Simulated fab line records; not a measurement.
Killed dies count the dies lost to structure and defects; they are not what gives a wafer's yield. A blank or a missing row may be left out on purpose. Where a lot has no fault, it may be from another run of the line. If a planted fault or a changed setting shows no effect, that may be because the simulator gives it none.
One fault seen from 2 desks | flow berkeley-cmos170 | each desk has only its own numbers; what lay behind them comes last

== THE METROLOGY DESK ==
Lot by lot, what the gauges showed, no matter which tool ran the lot: averages of those sampled wafers that carry a number. The brackets show how far a lot's mean lies from the usual mean; more than 4 standard deviations puts the lot out of limits, marked OUT.
Columns: A = NSD_OVL at UCB170_NSD_OVL_MEAS_07, usual 0 nm; B = cd-nm at UCB170_CONTACT_CD_MEAS_15, usual 700.1 nm; C = M1_OVL at UCB170_M1_OVL_MEAS_10, usual 2 nm
lot  | first seen here | A   | B               | C
L711 | day 7 02:31     | 6   | 699.6           | -4
L712 | day 7 07:15     | -3  | 700.6           | 0
L713 | day 7 07:29     | -3  | 700.3           | 9
L710 | day 7 10:23     | -7  | 699.3           | 0
L715 | day 7 21:28     | -5  | 702.1           | 3
L717 | day 8 07:50     | 2   | 735.2 (+29) OUT | -8
L716 | day 8 08:05     | 7   | 699.7           | 3
L718 | day 8 08:10     | 2   | 735.2 (+29) OUT | 5
L724 | day 9 18:33     | 8   | 700.5           | -4
L725 | day 10 02:25    | -0  | 699.5           | 4
L728 | day 10 16:03    | -2  | 700.7           | -1
L727 | day 10 16:39    | -10 | 698.4           | 11
L730 | day 11 03:53    | -4  | 701.3           | 3
L729 | day 11 03:56    | 1   | 702.2           | -3
This desk's finding: out of limits on L717, L718; first on L717, day 8 14:04 (cd-nm at UCB170_CONTACT_CD_MEAS_15). L711, L712, L713, L710, L715, L716, L724, L725, L728, L727, L730, L729 stayed within limits.

== FOR THE TOOL OWNER'S DESK: litho-track-03 ==
The tool's own readings at UCB170_CONTACT_COAT_10 (resist thk 900 nm): means of the sampled wafers that have a number, for each lot that ran on this tool. The brackets show how far a lot's mean lies from the usual mean; more than 4 standard deviations puts the lot out of limits, marked OUT.
Columns: A = dispense-pressure-kPa at UCB170_CONTACT_COAT_10, usual 50 kPa
lot  | first seen here | A
L712 | day 7 13:00     | 53
L717 | day 8 13:00     | 53
L718 | day 8 14:00     | 53
L729 | day 11 12:00    | 53
This desk's finding: nothing out of limits on any of the 4 lots.

== ALL TOGETHER ==
At day 8 14:04 the metrology desk could have sounded an alarm, on L717, L718.
Nothing out of limits was seen by the tool owner's desk.
Tool owner's desk: L717, L718 on record, inside its limits.
UCB170_CONTACT_COAT_10 was run on litho-track-03 by each of the lots named.

== WHAT HAD BEEN PUT IN BY THE SIMULATOR ==
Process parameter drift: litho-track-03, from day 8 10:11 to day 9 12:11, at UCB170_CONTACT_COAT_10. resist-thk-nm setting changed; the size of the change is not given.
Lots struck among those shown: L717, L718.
Delay in hours, fault start to first out-of-limits reading, per desk: metrology desk 4.
